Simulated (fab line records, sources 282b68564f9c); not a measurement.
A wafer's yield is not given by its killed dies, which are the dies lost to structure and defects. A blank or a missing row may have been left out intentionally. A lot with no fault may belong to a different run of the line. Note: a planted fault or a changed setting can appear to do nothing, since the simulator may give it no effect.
Which tool is to blame? | flow rit-cmos | 7 lots, 21 wafers sampled, at 2 steps of a route of 202

WHAT THE GAUGES SHOWED, per wafer
RIT_GATE_CD_MEAS_90 targets a cd of 150 nm.
lot  | measured    | on        | cd-nm (nm)
L935 | day 2 18:59 | cd-sem-01 | 155.0 152.7 151.8
L938 | day 3 10:27 | cd-sem-02 | 149.1 149.2 149.0
L941 | day 4 04:44 | cd-sem-01 | 152.1 152.3 149.4
L943 | day 4 09:49 | cd-sem-01 | 142.5 144.0 143.7
L945 | day 4 21:14 | cd-sem-02 | 156.1 155.1 154.0
L954 | day 6 19:46 | cd-sem-02 | - - -
L956 | day 7 03:31 | cd-sem-02 | - - -

TOOL THAT RAN EACH LOT (tool first, then ch and the chambers of the sampled wafers, then the start)
lot  | RIT_GATE_ETCH_19
L935 | rie-si-01 ch 0,1,2, day 2 18:43
L938 | rie-si-02 ch 0,1, day 3 10:10
L941 | rie-si-01 ch 0,1, day 4 04:27
L943 | rie-si-01 ch 0,1,2, day 4 09:29
L945 | rie-si-01 ch 0,2,3, day 4 20:56
L954 | rie-si-02 ch 0,1,3, day 6 19:29
L956 | rie-si-02 ch 2,3, day 7 03:10
- RIT_GATE_ETCH_19: etches poly-Si in SF6/CHF3/O2, stops on SiO2, time 165 s, target depth 312.5 nm.

THE ANSWER, worked out from the rows above alone
Rule: the lots themselves supply what counts as usual. The widest of any qualifying gaps counts: lots, ordered by their means at a reading, are off when they make up no more than a third of the lots, leave a main group of 4 or more, and stand apart from it by 3 or more times the standard deviation of that group's means. The tables above print the reading to a certain number of digits; a main group whose means all agree to those digits is not used. Also off: a lot with no number at a reading for which 4 or more lots have one. Any other lot the step has rows for is counted as sound.
Off at RIT_GATE_CD_MEAS_90 (cd-nm): L954, L956. Without a number there: L954, L956. The main group: mean 150.4 nm, standard deviation 4.
If a tool, at a process step before that reading, ran all the lots that are off and no sound lot after the first of them, it fits. Those tools and the gauges at RIT_GATE_CD_MEAS_90 are tried in the same way. Undecided on this evidence; 2 tools fit (rie-si-02 at RIT_GATE_ETCH_19, cd-sem-02 at RIT_GATE_CD_MEAS_90).

WHAT THE SIMULATOR PUT IN
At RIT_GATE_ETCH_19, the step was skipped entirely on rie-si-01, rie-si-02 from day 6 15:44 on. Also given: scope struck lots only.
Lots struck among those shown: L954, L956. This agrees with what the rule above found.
